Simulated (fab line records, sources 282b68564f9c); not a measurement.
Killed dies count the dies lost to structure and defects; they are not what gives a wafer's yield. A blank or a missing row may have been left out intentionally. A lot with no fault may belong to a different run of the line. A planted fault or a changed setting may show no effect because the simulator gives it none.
What tool caused it? ; flow ritCmos ; 14 lots, 42 wafers sampled, at 1 step of a route of 202

== WHAT EACH GAUGE READ, for each wafer ==
No reading from a measuring or inspecting step in the record can be judged against a usual standard deviation.

== WHAT TOOL EACH LOT RAN ON (gives the tool, then ch and the chambers of the sampled wafers, and finally the start) ==
lot;RIT_PLDD_SOFTBAKE_02
L452;lithoTrack-01 ch 0, day 2 21:02
L453;lithoTrack-03 ch 0, day 3 04:37
L455;lithoTrack-02 ch 0, day 3 10:23
L457;lithoTrack-01 ch 0, day 4 00:55
L459;lithoTrack-02 ch 0, day 4 08:29
L464;lithoTrack-02 ch 0, day 5 13:30
L466;lithoTrack-03 ch 0, day 5 16:52
L467;lithoTrack-03 ch 0, day 6 04:28
L468;lithoTrack-03 ch 0, day 6 08:42
L470;lithoTrack-03 ch 0, day 6 16:26
L471;lithoTrack-01 ch 0, day 6 18:11
L472;lithoTrack-03 ch 0, day 7 04:01
L473;lithoTrack-01 ch 0, day 7 09:07
L474;lithoTrack-01 ch 0, day 7 13:53
- RIT_PLDD_SOFTBAKE_02: time 60 s.

== WHAT THE TOOLS THEMSELVES READ (means of the sampled wafers that have a number; where no wafer has one, the mark that the record gives instead) ==
RIT_PLDD_SOFTBAKE_02.
lot;tool;exhaustPa (Pa);heaterPowerTotalW (W);plateTempC (C)
L452;lithoTrack-01;46.1;34.56;89.99
L453;lithoTrack-03;44.7;34.50;90.02
L455;lithoTrack-02;45.7;34.48;90.01
L457;lithoTrack-01;45.4;34.52;90.02
L459;lithoTrack-02;45.9;33.44;87.86
L464;lithoTrack-02;44.5;33.38;87.79
L466;lithoTrack-03;44.0;34.58;90.08
L467;lithoTrack-03;45.8;34.51;89.97
L468;lithoTrack-03;45.6;34.58;90.07
L470;lithoTrack-03;45.2;34.56;90.17
L471;lithoTrack-01;44.4;34.61;90.07
L472;lithoTrack-03;45.3;34.61;89.88
L473;lithoTrack-01;45.6;34.59;90.18
L474;lithoTrack-01;45.5;34.53;89.73

== THE ANSWER, worked out from the rows above alone ==
Rule: the usual values come from the lots themselves. The widest of any qualifying gaps counts: lots, ordered by their means at a reading, are off when they make up no more than a third of the lots, leave a main group of 4 or more, and stand apart from it by 3 or more times the standard deviation of that group's means. A main group whose means are all the same, to the digits that the tables above print for the reading, isn't used. Also off: a lot with no number at a reading for which 4 or more lots have one. Where the step has rows for the other lots, those lots are counted as sound. The gauges are gone through in route order, then the tools' own readings, and for those a lot's mean is taken as printed above. The first step at which some lot is off is used, and at that step the reading that is off furthest; a lot without a number counts as furthest.
Off: L459, L464, at RIT_PLDD_SOFTBAKE_02 (heaterPowerTotalW). For the main group the mean is 34.55 W and the standard deviation 0.042.
A tool fits if, at that step or a process step before it, it ran every lot that is off, and no sound lot after the first of them. One candidate fits, namely lithoTrack-02 at RIT_PLDD_SOFTBAKE_02. A fault onset in the window from L455 (day 3 10:23, its last sound lot) to L459 (day 4 08:29, its first lot off) fits.
The tool's own readings at RIT_PLDD_SOFTBAKE_02 bear it out: on the lots that are off they differ by more than 5 times the standard deviation of the sound lots' means. heaterPowerTotalW reads 33.41 W there against 34.55 W on the sound lots; plateTempC reads 87.83 C there against 90.02 C on the sound lots.

== WHAT THE SIMULATOR HAD PUT IN ==
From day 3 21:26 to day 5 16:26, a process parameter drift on lithoTrack-02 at RIT_PLDD_SOFTBAKE_02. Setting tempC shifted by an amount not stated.
Shown lots that were struck: L459, L464. The rule given above showed the same thing.
